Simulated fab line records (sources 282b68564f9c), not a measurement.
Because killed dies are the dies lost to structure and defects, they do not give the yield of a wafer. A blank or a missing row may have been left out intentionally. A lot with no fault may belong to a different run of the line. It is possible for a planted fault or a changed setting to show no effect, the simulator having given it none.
Matching of chambers | flow ritCmos | RIT_GATE_ETCH_19 on rieSi-01: 4 sister chambers
The step etches poly-Si in SF6/CHF3/O2, stops on SiO2, time 165 s, target depth 312.5 nm. 16 wafers are shown with their chamber, then 8 later ones without.

## WAFERS, EACH WITH ITS CHAMBER
wafer  | chamber | drypumpMotorCurrentA (A) | throttleValvePct (%) | oesProductAu (a.u.)
L625.1 | 2       | 5.3                      | 10.26                | 0.844
L625.3 | 1       | 6.1                      | 10.45                | 0.856
L625.5 | 3       | 5.0                      | 10.10                | 0.829
L627.2 | 0       | 6.4                      | 10.26                | 0.854
L627.3 | 2       | 5.3                      | 10.28                | 0.859
L627.4 | 1       | 6.1                      | 10.43                | 0.872
L629.1 | 3       | 5.0                      | 10.08                | 0.841
L629.3 | 2       | 5.3                      | 10.27                | 0.847
L629.4 | 1       | 6.1                      | 10.43                | 0.860
L631.2 | 0       | 6.5                      | 10.27                | 0.845
L631.3 | 1       | 6.1                      | 10.42                | 0.866
L631.4 | 2       | 5.3                      | 10.26                | 0.857
L633.1 | 2       | 5.3                      | 10.29                | 0.848
L633.4 | 3       | 5.1                      | 10.10                | 0.835
L633.6 | 1       | 6.1                      | 10.43                | 0.860
L635.2 | 3       | 5.0                      | 10.08                | 0.839

SIGNATURES, as means of the wafers listed above
reading              | chamber 0 | chamber 1 | chamber 2 | chamber 3 | scatter within a chamber
drypumpMotorCurrentA | 6.450     | 6.100     | 5.300     | 5.025     | 0.0323
throttleValvePct     | 10.2650   | 10.4320   | 10.2720   | 10.0900   | 0.0116
oesProductAu         | 0.84950   | 0.86280   | 0.85100   | 0.83600   | 0.00616
Rule: for a wafer and a chamber, the distance is found by dividing, reading by reading, the gap between the wafer's reading and the chamber's mean by the reading's scatter, squaring, summing and taking the root. If the next closest chamber is less than 2 further off than the closest, the wafer can't be placed; otherwise it belongs to the closest. The scatter: take each reading less its chamber's mean, square it, sum over the shown wafers, divide by the number of wafers less the number of chambers, and take the root.

## WAFERS MISSING THEIR CHAMBER
wafer  | drypumpMotorCurrentA (A) | throttleValvePct (%) | oesProductAu (a.u.)
L635.3 | 6.4                      | 10.27                | 0.847
L635.4 | 5.3                      | 10.29                | 0.844
L637.2 | 6.4                      | 10.25                | 0.856
L637.4 | 5.3                      | 10.27                | 0.864
L637.5 | 6.1                      | 10.44                | 0.869
L647.1 | 6.1                      | 10.44                | 0.855
L647.2 | 6.4                      | 10.25                | 0.840
L647.6 | 6.4                      | 10.26                | 0.852

## THE CHAMBER EACH PASSED THROUGH
wafer  | from the rows above | in truth
L635.3 | 0                   | 0
L635.4 | 2                   | 2
L637.2 | 0                   | 0
L637.4 | 2                   | 2
L637.5 | 1                   | 1
L647.1 | 1                   | 1
L647.2 | 0                   | 0
L647.6 | 0                   | 0
Correct placement for 8 of the 8. Can't be placed from these rows: 0. Placed wrongly: 0.
